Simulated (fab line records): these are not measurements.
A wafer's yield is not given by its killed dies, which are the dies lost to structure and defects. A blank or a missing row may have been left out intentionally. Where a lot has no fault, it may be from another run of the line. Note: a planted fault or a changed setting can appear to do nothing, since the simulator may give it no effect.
Split-lot experiment :: flow ritCmos :: 23 wafers read across 5 lots, on a route 202 steps long

== ON THE SPLIT ==
At RIT_PLDD_IMPLANT_08, the setting energyKev was moved away from the recipe's 20 on 11 of the 23 wafers read, by -4.6% to +3.8%. The other wafers ran this setting at the recipe's value.

== FROM THE SPLIT TO THE READING: what the file shows between them, 8 steps ==
- RIT_PLDD_STRIP_09: strips in O2, time 180 s
- RIT_SPACER_CLEAN_00: cleans in SC1, time 600 s
- RIT_NSD_IMPLANT_08 (also split here: doseCm2)
- RIT_PSD_SOFTBAKE_02: time 60 s (also split here: tempC)
- RIT_PSD_EXPOSE_03: exposes mask M10, target cd 40900 nm
- RIT_PSD_PEB_04
- RIT_SDANNEAL_RTA_03: time 4.907 s
- RIT_SDANNEAL_RS_MEAS_05: measures by four-point-probe

== THE READING ==
At RIT_SDANNEAL_RS_MEAS_06, a four-point-probe measurement gives PLDD_RS in ohm/sq. Typical for fault-free wafers on this fab line: 178.8 ohm/sq, with standard deviation 0.4 ohm/sq.

wafer: L074.1
tool, chamber at the split: implanter-02, 0
energyKev as run: 20
against the recipe: recipe
PLDD_RS, ohm/sq: 178.8
against lot-mates on the recipe: -

wafer: L074.3
tool, chamber at the split: implanter-02, 0
energyKev as run: 19.07
against the recipe: -4.6%
PLDD_RS, ohm/sq: 182.5
against lot-mates on the recipe: +3.2

wafer: L074.4
tool, chamber at the split: implanter-02, 0
energyKev as run: 20
against the recipe: recipe
PLDD_RS, ohm/sq: 179.8
against lot-mates on the recipe: -

wafer: L074.5
tool, chamber at the split: implanter-02, 0
energyKev as run: 19.07
against the recipe: -4.6%
PLDD_RS, ohm/sq: 182.0
against lot-mates on the recipe: +2.7

wafer: L074.6
tool, chamber at the split: implanter-02, 0
energyKev as run: 20
against the recipe: recipe
PLDD_RS, ohm/sq: 179.2
against lot-mates on the recipe: -

wafer: L077.1
tool, chamber at the split: implanter-04, 0
energyKev as run: 20.75
against the recipe: +3.8%
PLDD_RS, ohm/sq: 176.8
against lot-mates on the recipe: -2.5

wafer: L077.2
tool, chamber at the split: implanter-04, 0
energyKev as run: 20.75
against the recipe: +3.8%
PLDD_RS, ohm/sq: 177.1
against lot-mates on the recipe: -2.2

wafer: L077.3
tool, chamber at the split: implanter-04, 0
energyKev as run: 20.75
against the recipe: +3.8%
PLDD_RS, ohm/sq: 177.1
against lot-mates on the recipe: -2.2

wafer: L077.5
tool, chamber at the split: implanter-04, 0
energyKev as run: 20
against the recipe: recipe
PLDD_RS, ohm/sq: 179.2
against lot-mates on the recipe: -

wafer: L077.6
tool, chamber at the split: implanter-04, 0
energyKev as run: 20
against the recipe: recipe
PLDD_RS, ohm/sq: 179.4
against lot-mates on the recipe: -

wafer: L078.1
tool, chamber at the split: implanter-02, 0
energyKev as run: 19.44
against the recipe: -2.8%
PLDD_RS, ohm/sq: 180.5
against lot-mates on the recipe: +1.8

wafer: L078.2
tool, chamber at the split: implanter-02, 0
energyKev as run: 19.44
against the recipe: -2.8%
PLDD_RS, ohm/sq: 180.7
against lot-mates on the recipe: +2.0

wafer: L078.3
tool, chamber at the split: implanter-02, 0
energyKev as run: 19.44
against the recipe: -2.8%
PLDD_RS, ohm/sq: 180.4
against lot-mates on the recipe: +1.7

wafer: L078.4
tool, chamber at the split: implanter-02, 0
energyKev as run: 20
against the recipe: recipe
PLDD_RS, ohm/sq: 178.8
against lot-mates on the recipe: -

wafer: L078.5
tool, chamber at the split: implanter-02, 0
energyKev as run: 20
against the recipe: recipe
PLDD_RS, ohm/sq: 178.6
against lot-mates on the recipe: -

wafer: L079.1
tool, chamber at the split: implanter-01, 0
energyKev as run: 20
against the recipe: recipe
PLDD_RS, ohm/sq: 179.1
against lot-mates on the recipe: -

wafer: L079.4
tool, chamber at the split: implanter-01, 0
energyKev as run: 20
against the recipe: recipe
PLDD_RS, ohm/sq: 178.9
against lot-mates on the recipe: -

wafer: L079.6
tool, chamber at the split: implanter-01, 0
energyKev as run: 20
against the recipe: recipe
PLDD_RS, ohm/sq: 178.5
against lot-mates on the recipe: -

wafer: L083.1
tool, chamber at the split: implanter-04, 0
energyKev as run: 19.56
against the recipe: -2.2%
PLDD_RS, ohm/sq: 179.6
against lot-mates on the recipe: +0.8

wafer: L083.2
tool, chamber at the split: implanter-04, 0
energyKev as run: 20
against the recipe: recipe
PLDD_RS, ohm/sq: 178.5
against lot-mates on the recipe: -

wafer: L083.3
tool, chamber at the split: implanter-04, 0
energyKev as run: 20
against the recipe: recipe
PLDD_RS, ohm/sq: 179.0
against lot-mates on the recipe: -

wafer: L083.5
tool, chamber at the split: implanter-04, 0
energyKev as run: 19.56
against the recipe: -2.2%
PLDD_RS, ohm/sq: 179.8
against lot-mates on the recipe: +1.1

wafer: L083.6
tool, chamber at the split: implanter-04, 0
energyKev as run: 19.56
against the recipe: -2.2%
PLDD_RS, ohm/sq: 180.2
against lot-mates on the recipe: +1.4

FIT RESULTS
A straight line over all 23 wafers: PLDD_RS changes by -0.578 ohm/sq for each +1% of energyKev; r = -0.96; the points scatter about the line by 0.4 ohm/sq.
The same after taking each lot's own level away (the mean of its wafers on the recipe; 23 wafers): -0.619 ohm/sq for each +1%; r = -0.98; scatter 0.27 ohm/sq.
On that fit, the largest move of energyKev shifts the reading by 2.9 ohm/sq.
Measured against the standard deviation above, the lots' own levels, which go from 178.70 to 179.30 ohm/sq, span 1.5 times it.
The two slopes agree, so the slope changes little with the lot-to-lot level.
Check: for one of the wafers moved furthest among these (-4.6%), held out of the fit, the line's prediction against its lot-mates is +2.79 ohm/sq. Against them it came out at +3.23 ohm/sq.

== THE OTHER SPLITS THESE WAFERS WENT THROUGH ==
Before the reading, these wafers also passed through other splits. Each is held against what the fit with the lots' levels taken away leaves over:
other split on the same wafers: RIT_ACTIVE_COAT_06 spinRpm
wafers away from the commonest value: 4
r with PLDD_RS (lot level and that fit taken away): -0.08

other split on the same wafers: RIT_ACTIVE_HARDBAKE_12 tempC
wafers away from the commonest value: 4
r with PLDD_RS (lot level and that fit taken away): -0.02

other split on the same wafers: RIT_GATE_CVD_08 sih4FlowSccm
wafers away from the commonest value: 10
r with PLDD_RS (lot level and that fit taken away): +0.00

other split on the same wafers: RIT_GATE_DEVELOP_15 developTimeS
wafers away from the commonest value: 8
r with PLDD_RS (lot level and that fit taken away): -0.06

other split on the same wafers: RIT_GATE_ETCH_19 timeS
wafers away from the commonest value: 9
r with PLDD_RS (lot level and that fit taken away): -0.08

other split on the same wafers: RIT_REOX_OXIDATION_03 tempC
wafers away from the commonest value: 10
r with PLDD_RS (lot level and that fit taken away): -0.18

other split on the same wafers: RIT_NLDD_IMPLANT_08 doseCm2
wafers away from the commonest value: 10
r with PLDD_RS (lot level and that fit taken away): +0.00

other split on the same wafers: RIT_NSD_IMPLANT_08 doseCm2
wafers away from the commonest value: 10
r with PLDD_RS (lot level and that fit taken away): -0.02

other split on the same wafers: RIT_PSD_SOFTBAKE_02 tempC
wafers away from the commonest value: 7
r with PLDD_RS (lot level and that fit taken away): -0.41

== THE WHOLE CHAIN: every reading that the file lists as answering this split, in the file's order ==
step: RIT_PLDD_IMPLANT_08
what it does: 
reading: implant.rpNm (the simulator's own value, which no gauge read)
change (the file's fit): +0.135 nm for each +1% of the setting
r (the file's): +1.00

step: RIT_PLDD_IMPLANT_08
what it does: 
reading: implant.drpNm (the simulator's own value, which no gauge read)
change (the file's fit): +0.0687 nm for each +1% of the setting
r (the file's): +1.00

step: RIT_SDANNEAL_RS_MEAS_06
what it does: measures by four-point-probe
reading: PLDD_RS
change (the file's fit): -0.626 for each +1% of the setting
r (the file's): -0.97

== FILE'S OWN FIT ==
PLDD_RS changes by -0.626 ohm/sq for each +1% of energyKev, r = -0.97.
